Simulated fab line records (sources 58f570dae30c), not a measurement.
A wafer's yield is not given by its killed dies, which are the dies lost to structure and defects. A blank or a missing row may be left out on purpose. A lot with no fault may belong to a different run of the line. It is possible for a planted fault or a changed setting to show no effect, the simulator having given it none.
A single fault, viewed from 2 desks || flow berkeley_cmos170 || each desk holds nothing but its own numbers, with what lay behind them at the end

## FROM THE METROLOGY DESK
What the gauges read for every lot (on any tool): the sampled wafers with a number, averaged. Any lot whose mean is over 4 standard deviations away from the usual mean is out of limits and marked OUT; that distance is given in the brackets.
Columns: A = cd_nm at UCB170_V1_CD_MEAS_12, usual 700.0 nm; B = cd_nm at UCB170_M3_CD_MEAS_90, usual 699 nm
{"lot": "L531", "first seen here": "day 8 21:11", "A": 701.3, "B": 701}
{"lot": "L532", "first seen here": "day 8 22:38", "A": 701.0, "B": 698}
{"lot": "L530", "first seen here": "day 8 22:53", "A": 699.3, "B": 697}
{"lot": "L534", "first seen here": "day 9 16:32", "A": 698.9, "B": 702}
{"lot": "L533", "first seen here": "day 9 17:47", "A": 701.6, "B": 701}
{"lot": "L535", "first seen here": "day 9 18:01", "A": 701.5, "B": 698}
{"lot": "L536", "first seen here": "day 10 03:43", "A": 698.7, "B": 700}
{"lot": "L538", "first seen here": "day 10 03:52", "A": 700.7, "B": 701}
{"lot": "L537", "first seen here": "day 10 05:47", "A": 698.6, "B": 698}
{"lot": "L543", "first seen here": "day 11 12:59", "A": 701.2, "B": 701}
{"lot": "L541", "first seen here": "day 11 14:57", "A": 699.5, "B": 695}
{"lot": "L546", "first seen here": "day 12 05:11", "A": 701.3, "B": 698}
{"lot": "L545", "first seen here": "day 12 05:26", "A": 699.5, "B": 703}
{"lot": "L548", "first seen here": "day 12 21:26", "A": 700.3, "B": 713}
This desk found nothing out of limits on any of the 14 lots.

## THE TOOL OWNER'S DESK: rie_metal-02
The tool's own readings at UCB170_M3_METAL_ETCH_18 (etches Al in Cl2/BCl3, stops on SiO2, target depth 1170 nm, time 195 s): means of the sampled wafers that have a number, for each lot that ran on this tool. Any lot whose mean is over 4 standard deviations away from the usual mean is out of limits and marked OUT; that distance is given in the brackets.
Columns: A = bias_w at UCB170_M3_METAL_ETCH_18, usual 120.0 W; B = chamber_pressure_mTorr at UCB170_M3_METAL_ETCH_18, usual 11.999 mTorr; C = drypump_motor_current_A at UCB170_M3_METAL_ETCH_18, usual 5.6 A; D = mfc_cl2_sccm at UCB170_M3_METAL_ETCH_18, usual 90.01 sccm; E = oes_product_au at UCB170_M3_METAL_ETCH_18, usual 0.849 a.u.; F = rf_fwd_power_W at UCB170_M3_METAL_ETCH_18, usual 598.4 W; G = throttle_valve_pct at UCB170_M3_METAL_ETCH_18, usual 24.40 %
{"lot": "L530", "first seen here": "day 9 07:08", "A": 119.9, "B": 11.995, "C": 6.0, "D": 90.07, "E": 0.857, "F": 595.8, "G": 24.38}
{"lot": "L533", "first seen here": "day 10 02:04", "A": 120.0, "B": 12.002, "C": 6.0, "D": 89.95, "E": 0.844, "F": 597.6, "G": 24.40}
{"lot": "L541", "first seen here": "day 12 00:55", "A": 119.8, "B": 12.000, "C": 6.0, "D": 90.20, "E": 0.845, "F": 598.4, "G": 24.39}
{"lot": "L545", "first seen here": "day 12 15:01", "A": 119.8, "B": 11.997, "C": 6.1, "D": 89.92, "E": 0.821, "F": "519.7 (-46) OUT", "G": 24.41}
{"lot": "L548", "first seen here": "day 13 06:58", "A": 119.9, "B": 11.997, "C": 5.7, "D": 90.20, "E": "0.785 (-6.4) OUT", "F": "439.3 (-94) OUT", "G": 24.52}
Finding of this desk: L545, L548 out of limits; the first was L545 at day 12 15:01, on rf_fwd_power_W at UCB170_M3_METAL_ETCH_18. L530, L533, L541 stayed within limits.

## PUT TOGETHER
An alarm could have come from the tool owner's desk at day 12 15:01, on L545, L548.
At the metrology desk, nothing out of limits was observed.
The metrology desk holds a record of L545, L548, inside its limits.
All the named lots went through UCB170_M3_METAL_ETCH_18 on rie_metal-02.

## WHAT HAD BEEN PUT IN BY THE SIMULATOR
rie_metal-02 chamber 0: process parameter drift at UCB170_M3_METAL_ETCH_18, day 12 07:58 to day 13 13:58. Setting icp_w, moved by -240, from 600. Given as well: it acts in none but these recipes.
Struck lots among those shown: L545, L548.
Hours from the fault's start to each desk's first reading out of limits: the tool owner's desk, 7.
